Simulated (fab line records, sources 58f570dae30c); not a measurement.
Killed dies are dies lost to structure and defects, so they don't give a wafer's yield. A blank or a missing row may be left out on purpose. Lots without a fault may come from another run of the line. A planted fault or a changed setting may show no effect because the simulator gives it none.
Which tool did it? | flow berkeley_cmos170 | 16 lots, 48 wafers sampled, at 5 steps of a route of 331

WHAT THE GAUGES READ, wafer by wafer
UCB170_CONTACT_OVL_MEAS_16. Usual: CONTACT_OVL 3 nm, standard deviation 5.8.
lot  | measured     | on         | CONTACT_OVL (nm) | flag
L776 | day 6 20:19  | overlay-01 | 6 -5 4           |
L777 | day 7 09:41  | overlay-01 | 9 1 3            |
L779 | day 7 12:10  | overlay-02 | 1 1 2            |
L780 | day 7 18:00  | overlay-01 | -3 0 -3          |
L781 | day 7 18:32  | overlay-02 | 4 7 -2           |
L782 | day 7 19:41  | overlay-02 | 14 -1 -2         |
L786 | day 9 04:11  | overlay-02 | -5 -3 0          |
L788 | day 9 14:07  | overlay-02 | 10 5 2           |
L789 | day 9 14:29  | overlay-01 | 7 -8 7           |
L790 | day 10 06:02 | overlay-01 | 8 8 5            |
L792 | day 10 17:31 | overlay-01 | -119 -120 -127   | OFF
L793 | day 10 19:04 | overlay-01 | 8 -2 2           |
L795 | day 11 02:55 | overlay-02 | -122 -122 -122   | OFF
L796 | day 11 03:14 | overlay-02 | -127 -122 -124   | OFF
L797 | day 11 14:28 | overlay-02 | -127 -127 -123   | OFF
L798 | day 12 03:58 | overlay-01 | -1 11 11         |

UCB170_M1_THK_MEAS_02: measures by xrf. Usual: M1_AL_THK 605 nm, standard deviation 6.
lot  | measured     | on            | M1_AL_THK (nm) | flag
L776 | day 6 21:06  | film_metro-01 | 604 616 608    |
L777 | day 7 10:54  | film_metro-01 | 609 604 605    |
L779 | day 7 12:58  | film_metro-03 | 601 605 599    |
L780 | day 7 18:48  | film_metro-01 | 607 604 605    |
L781 | day 7 19:20  | film_metro-03 | 601 601 602    |
L782 | day 7 20:28  | film_metro-04 | 623 618 615    |
L786 | day 9 04:58  | film_metro-04 | 602 598 603    |
L788 | day 9 15:05  | film_metro-01 | 605 604 614    |
L789 | day 9 15:26  | film_metro-01 | 613 619 614    |
L790 | day 10 06:50 | film_metro-03 | 610 608 607    |
L792 | day 10 18:18 | film_metro-01 | 606 604 607    |
L793 | day 10 19:51 | film_metro-03 | 602 603 605    |
L795 | day 11 03:42 | film_metro-01 | 604 617 605    |
L796 | day 11 04:02 | film_metro-01 | 601 604 605    |
L797 | day 11 15:14 | film_metro-03 | 596 601 597    |
L798 | day 12 04:47 | film_metro-04 | 604 614 611    |

UCB170_M1_CD_MEAS_09: target cd 700 nm. Usual: cd_nm 700.3 nm, standard deviation 1.4.
lot  | measured     | on        | cd_nm (nm)        | flag
L776 | day 6 22:01  | cd_sem-02 | 700.2 700.4 698.6 |
L777 | day 7 12:35  | cd_sem-01 | 700.3 702.9 701.2 |
L779 | day 7 14:10  | cd_sem-02 | 701.2 701.3 702.0 |
L780 | day 7 19:50  | cd_sem-02 | 699.3 699.6 699.3 |
L781 | day 7 20:17  | cd_sem-01 | 701.2 702.7 702.5 |
L782 | day 7 21:25  | cd_sem-02 | 699.8 700.6 699.9 |
L786 | day 9 06:02  | cd_sem-01 | 697.6 696.7 697.2 |
L788 | day 9 16:08  | cd_sem-01 | 700.4 700.1 700.0 |
L789 | day 9 16:35  | cd_sem-02 | 697.8 700.0 698.2 |
L790 | day 10 07:59 | cd_sem-02 | 702.4 701.5 702.5 |
L792 | day 10 19:23 | cd_sem-01 | 702.2 702.1 701.5 |
L793 | day 10 21:08 | cd_sem-02 | 699.8 700.2 699.3 |
L795 | day 11 04:52 | cd_sem-01 | 700.9 700.7 700.0 |
L796 | day 11 05:35 | cd_sem-02 | 699.8 698.4 700.4 |
L797 | day 11 16:14 | cd_sem-01 | 699.6 699.3 699.5 |
L798 | day 12 06:14 | cd_sem-01 | 698.6 697.4 697.8 |

WHICH TOOL RAN EACH LOT (tool, then ch and the chambers of the sampled wafers, then the start)
lot  | UCB170_BACKSIDE_STRIP_03             | UCB170_CONTACT_EXPOSE_12
L776 | plasma_asher-04 ch 0,1, day 6 15:13  | krf_scanner-02 ch 0, day 6 19:49
L777 | plasma_asher-04 ch 0,1, day 7 03:47  | krf_scanner-02 ch 0, day 7 09:09
L779 | plasma_asher-03 ch 0,1, day 7 04:25  | krf_scanner-01 ch 0, day 7 11:17
L780 | plasma_asher-01 ch 0,1, day 7 12:52  | krf_scanner-01 ch 0, day 7 17:25
L781 | plasma_asher-01 ch 0,1, day 7 13:14  | krf_scanner-02 ch 0, day 7 18:00
L782 | plasma_asher-03 ch 0,1, day 7 13:26  | krf_scanner-01 ch 0, day 7 19:10
L786 | plasma_asher-01 ch 0,1, day 8 21:31  | krf_scanner-01 ch 0, day 9 03:41
L788 | plasma_asher-03 ch 0,1, day 9 08:37  | krf_scanner-02 ch 0, day 9 13:37
L789 | plasma_asher-01 ch 0,1, day 9 08:38  | krf_scanner-01 ch 0, day 9 13:59
L790 | plasma_asher-04 ch 0,1, day 9 21:53  | krf_scanner-02 ch 0, day 10 05:09
L792 | plasma_asher-03 ch 0,1, day 10 10:35 | krf_scanner-01 ch 0, day 10 17:01
L793 | plasma_asher-03 ch 0,1, day 10 11:02 | krf_scanner-02 ch 0, day 10 18:09
L795 | plasma_asher-03 ch 0,1, day 10 21:44 | krf_scanner-01 ch 0, day 11 02:25
L796 | plasma_asher-04 ch 0,1, day 10 22:01 | krf_scanner-01 ch 0, day 11 02:44
L797 | plasma_asher-01 ch 0,1, day 11 07:20 | krf_scanner-01 ch 0, day 11 13:40
L798 | plasma_asher-04 ch 0,1, day 11 21:57 | krf_scanner-02 ch 0, day 12 03:25
- UCB170_BACKSIDE_STRIP_03: strips in O2.
- UCB170_CONTACT_EXPOSE_12: exposes mask CONT, target cd 700 nm.

WHAT THE TOOLS THEMSELVES READ (means of the sampled wafers that have a number; where no wafer has one, the mark that the record gives instead)
UCB170_BACKSIDE_STRIP_03. Usual: drypump_motor_current_A 5.5 A, standard deviation 0.53; oes_product_au 0.734 a.u., standard deviation 0.0045; strip_time_to_endpoint_s 21.98 s, standard deviation 0.071.
lot  | tool            | drypump_motor_current_A (A) | oes_product_au (a.u.) | strip_time_to_endpoint_s (s) | flag
L776 | plasma_asher-04 | 5.3                         | 0.731                 | 22.13                        |
L777 | plasma_asher-04 | 5.2                         | 0.737                 | 22.01                        |
L779 | plasma_asher-03 | 5.6                         | 0.732                 | 21.88                        |
L780 | plasma_asher-01 | 6.2                         | 0.734                 | 21.97                        |
L781 | plasma_asher-01 | 6.1                         | 0.736                 | 21.94                        |
L782 | plasma_asher-03 | 5.6                         | 0.735                 | 22.00                        |
L786 | plasma_asher-01 | 6.1                         | 0.738                 | 21.91                        |
L788 | plasma_asher-03 | 5.6                         | 0.732                 | 21.86                        |
L789 | plasma_asher-01 | 6.1                         | 0.739                 | 22.07                        |
L790 | plasma_asher-04 | 5.1                         | 0.731                 | 21.96                        |
L792 | plasma_asher-03 | 5.6                         | 0.736                 | 21.97                        |
L793 | plasma_asher-03 | 5.6                         | 0.732                 | 22.03                        |
L795 | plasma_asher-03 | 5.6                         | 0.737                 | 22.02                        |
L796 | plasma_asher-04 | 5.1                         | 0.734                 | 22.02                        |
L797 | plasma_asher-01 | 6.1                         | 0.730                 | 22.05                        |
L798 | plasma_asher-04 | 5.2                         | 0.731                 | 21.95                        |

UCB170_CONTACT_EXPOSE_12. Usual: stage_vel_mm_s 499.98 mm/s, standard deviation 0.24.
lot  | tool           | stage_vel_mm_s (mm/s) | flag
L776 | krf_scanner-02 | 500.15                |
L777 | krf_scanner-02 | 500.01                |
L779 | krf_scanner-01 | 500.00                |
L780 | krf_scanner-01 | 499.88                |
L781 | krf_scanner-02 | 500.24                |
L782 | krf_scanner-01 | 500.08                |
L786 | krf_scanner-01 | 499.86                |
L788 | krf_scanner-02 | 499.85                |
L789 | krf_scanner-01 | 500.12                |
L790 | krf_scanner-02 | 500.12                |
L792 | krf_scanner-01 | 500.00                |
L793 | krf_scanner-02 | 499.52                |
L795 | krf_scanner-01 | 500.20                |
L796 | krf_scanner-01 | 499.97                |
L797 | krf_scanner-01 | 499.95                |
L798 | krf_scanner-02 | 500.16                |

THE ANSWER, worked out from the rows above alone
Rule: a lot is off if the mean of its wafers that have a number lies more than 3 standard deviations from the usual mean. A lot without any number at a reading at which 4 lots or more have one is off too. The other lots that the step has rows for count as sound. The gauges are gone through in route order, then the tools' own readings, and for those a lot's mean is taken as printed above. The first step at which some lot is off is used, and at that step the reading that is off furthest; a lot without a number counts as furthest.
Off: L792, L795, L796, L797, at UCB170_CONTACT_OVL_MEAS_16 (CONTACT_OVL).
A tool fits if, at a process step before that reading, it ran every lot that is off, and no sound lot after the first of them. The gauges at UCB170_CONTACT_OVL_MEAS_16 are tried like those tools. One fits: krf_scanner-01 at UCB170_CONTACT_EXPOSE_12. Its last sound lot is L789 (day 9 13:59), its first lot that is off L792 (day 10 17:01): a fault that began between those two fits.

WHAT THE SIMULATOR HAD PUT IN
Scanner matching overlay: krf_scanner-01, from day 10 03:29 on, at UCB170_CONTACT_EXPOSE_12. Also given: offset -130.
Lots struck among those shown: L792, L795, L796, L797. The rule above found the same.
